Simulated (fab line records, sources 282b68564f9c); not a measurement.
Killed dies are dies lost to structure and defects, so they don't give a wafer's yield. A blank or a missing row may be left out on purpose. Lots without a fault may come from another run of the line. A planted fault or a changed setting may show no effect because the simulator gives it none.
Split-lot experiment | flow rit_cmos | 5 lots, 23 wafers read, on a route of 202 steps

THE SPLIT
At RIT_M1_EXPOSE_06 (exposes mask M12, target cd 2600 nm), the setting dose_mj was moved away from the recipe's 250 on 9 of the 23 wafers read, by -6.0% to +7.3%. The other wafers ran this setting at the recipe's value.

FROM THE SPLIT TO THE READING: what the file shows between them, 1 step
- RIT_M1_DEVELOP_08: develop time 68 s (also split here: develop_time_s)

THE READING
cd_nm, in nm, at RIT_M1_CD_MEAS_09 (target cd 2600 nm). Fault-free wafers of this fab line usually give 2600.2 nm, standard deviation 2 nm.

wafer  | tool, chamber at the split | dose_mj as run | against the recipe | cd_nm, nm | against lot-mates on the recipe
L076.1 | iline_stepper-02, 0        | 268.3          | +7.3%              | 2578.2    | -23.6
L076.2 | iline_stepper-02, 0        | 250            | recipe             | 2601.4    | -
L076.3 | iline_stepper-02, 0        | 268.3          | +7.3%              | 2580.5    | -21.2
L076.5 | iline_stepper-02, 0        | 268.3          | +7.3%              | 2576.3    | -25.4
L076.6 | iline_stepper-02, 0        | 250            | recipe             | 2602.1    | -
L079.1 | iline_stepper-01, 0        | 256.2          | +2.5%              | 2588.2    | -9.3
L079.3 | iline_stepper-01, 0        | 250            | recipe             | 2598.8    | -
L079.4 | iline_stepper-01, 0        | 256.2          | +2.5%              | 2588.3    | -9.2
L079.5 | iline_stepper-01, 0        | 250            | recipe             | 2596.2    | -
L079.6 | iline_stepper-01, 0        | 256.2          | +2.5%              | 2590.0    | -7.5
L078.1 | iline_stepper-02, 0        | 250            | recipe             | 2596.2    | -
L078.2 | iline_stepper-02, 0        | 250            | recipe             | 2605.0    | -
L078.3 | iline_stepper-02, 0        | 250            | recipe             | 2598.0    | -
L078.5 | iline_stepper-02, 0        | 250            | recipe             | 2603.6    | -
L078.6 | iline_stepper-02, 0        | 250            | recipe             | 2605.3    | -
L084.2 | iline_stepper-01, 0        | 250            | recipe             | 2598.9    | -
L084.4 | iline_stepper-01, 0        | 250            | recipe             | 2597.3    | -
L084.5 | iline_stepper-01, 0        | 250            | recipe             | 2597.1    | -
L085.1 | iline_stepper-01, 0        | 250            | recipe             | 2594.0    | -
L085.2 | iline_stepper-01, 0        | 234.9          | -6.0%              | 2611.8    | +14.6
L085.3 | iline_stepper-01, 0        | 250            | recipe             | 2600.5    | -
L085.4 | iline_stepper-01, 0        | 234.9          | -6.0%              | 2617.2    | +19.9
L085.5 | iline_stepper-01, 0        | 234.9          | -6.0%              | 2612.3    | +15.1

THE FIT
A straight line over all 23 wafers: cd_nm changes by -2.75 nm for each +1% of dose_mj; r = -0.95; the points scatter about the line by 3.3 nm.
The same after taking each lot's own level away (the mean of its wafers on the recipe; 23 wafers): -3.02 nm for each +1%; r = -0.97; scatter 2.6 nm.
On that fit, the largest move of dose_mj shifts the reading by 22 nm.
The lots' own levels span 2597.25 to 2601.75 nm, that is 2.2 times the standard deviation above.
So the lot-to-lot level changes the slope little: the two slopes agree.
Check: with one of the wafers moved furthest among these (+7.3%) left out of the fit, the line predicts -22.4 nm for it against its lot-mates. It came out at -23.6 nm against them.

OTHER SPLITS ON THESE WAFERS
These wafers also went through other splits before the reading. Each is held against what the fit with the lots' levels taken away leaves over:
other split on the same wafers   | wafers away from the commonest value | r with cd_nm (lot level and that fit taken away)
RIT_PSD_COAT_01 spin_rpm         | 10                                   | +0.17
RIT_SDANNEAL_CLEAN_01 time_s     | 15                                   | -0.05
RIT_CONTACT_EXPOSE_05 dose_mj    | 10                                   | +0.07
RIT_M1_DEVELOP_08 develop_time_s | 8                                    | -0.71

THE FILE'S OWN FIT
cd_nm changes by -3.04 nm for each +1% of dose_mj, r = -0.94.
